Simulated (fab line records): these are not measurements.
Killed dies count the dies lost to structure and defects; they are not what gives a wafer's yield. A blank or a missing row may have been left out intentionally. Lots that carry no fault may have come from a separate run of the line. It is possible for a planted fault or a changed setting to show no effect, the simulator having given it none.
Which tool is to blame? + flow rit_cmos + 14 lots, 42 wafers sampled, at 1 step of a route of 202

WHAT THE GAUGES SHOWED, per wafer
The record holds no reading of a measuring or inspecting step that can be judged against a usual standard deviation.

EACH LOT AND THE TOOL THAT RAN IT (in order: tool; ch and the chambers of the sampled wafers; start)
| lot  | RIT_ACTIVE_HARDBAKE_12           |
|------|----------------------------------|
| L343 | litho_track-04 ch 0, day 1 19:55 |
| L344 | litho_track-02 ch 0, day 2 01:32 |
| L345 | litho_track-02 ch 0, day 2 05:43 |
| L346 | litho_track-04 ch 0, day 2 10:58 |
| L347 | litho_track-01 ch 0, day 2 15:49 |
| L348 | litho_track-01 ch 0, day 2 22:32 |
| L349 | litho_track-04 ch 0, day 3 02:23 |
| L354 | litho_track-02 ch 0, day 4 02:43 |
| L355 | litho_track-02 ch 0, day 4 09:26 |
| L356 | litho_track-02 ch 0, day 4 12:34 |
| L357 | litho_track-04 ch 0, day 4 19:01 |
| L362 | litho_track-04 ch 0, day 5 20:16 |
| L363 | litho_track-01 ch 0, day 5 23:35 |
| L365 | litho_track-01 ch 0, day 6 11:17 |
- RIT_ACTIVE_HARDBAKE_12: time 60 s.

AS READ BY THE TOOLS THEMSELVES (means over the sampled wafers that have a number; for cases with no such wafer, the mark the record gives instead)
RIT_ACTIVE_HARDBAKE_12. Usual: heater_power_total_W 62.56 W, standard deviation 0.042; plate_temp_C 139.99 C, standard deviation 0.15.
| lot  | tool           | heater_power_total_W (W) | plate_temp_C (C) | flag |
|------|----------------|--------------------------|------------------|------|
| L343 | litho_track-04 | 62.57                    | 140.07           |      |
| L344 | litho_track-02 | 62.54                    | 139.88           |      |
| L345 | litho_track-02 | 62.52                    | 140.00           |      |
| L346 | litho_track-04 | 62.55                    | 139.84           |      |
| L347 | litho_track-01 | 62.61                    | 140.06           |      |
| L348 | litho_track-01 | 62.53                    | 140.16           |      |
| L349 | litho_track-04 | 62.57                    | 140.14           |      |
| L354 | litho_track-02 | 62.54                    | 139.94           |      |
| L355 | litho_track-02 | 63.98                    | 142.32           | OFF  |
| L356 | litho_track-02 | 63.97                    | 142.48           | OFF  |
| L357 | litho_track-04 | 62.57                    | 140.13           |      |
| L362 | litho_track-04 | 62.55                    | 140.08           |      |
| L363 | litho_track-01 | 62.54                    | 140.04           |      |
| L365 | litho_track-01 | 62.55                    | 139.83           |      |

THE ANSWER, worked out from the rows above alone
Rule: lot off if the mean of its wafers having a number is beyond 3 standard deviations from the usual mean. A lot without any number at a reading at which 4 lots or more have one is off too. Any other lot the step has rows for is counted as sound. First the gauges in route order, then the tools' own readings, where a lot's mean is used as printed above. The first step at which some lot is off is used, and at that step the reading that is off furthest; a lot without a number counts as furthest.
Off: L355, L356 (RIT_ACTIVE_HARDBAKE_12, heater_power_total_W).
If a tool, at that step or one of the process steps before it, ran each lot that is off and ran no sound lot following the first of them, it fits. One fits: litho_track-02 at RIT_ACTIVE_HARDBAKE_12. A fault onset in the window from L354 (day 4 02:43, its last sound lot) to L355 (day 4 09:26, its first lot off) fits.
The tool's own readings at RIT_ACTIVE_HARDBAKE_12 bear it out: on the lots that are off they differ by more than 5 times the standard deviation of the sound lots' means. heater_power_total_W reads 63.97 W there against 62.55 W on the sound lots; plate_temp_C reads 142.40 C there against 140.01 C on the sound lots.

WHAT THE SIMULATOR HAD PUT IN
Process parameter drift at RIT_ACTIVE_HARDBAKE_12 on litho_track-02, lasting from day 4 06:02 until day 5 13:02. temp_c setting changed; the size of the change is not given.
Struck lots among those shown: L355, L356. Same finding as the rule above.
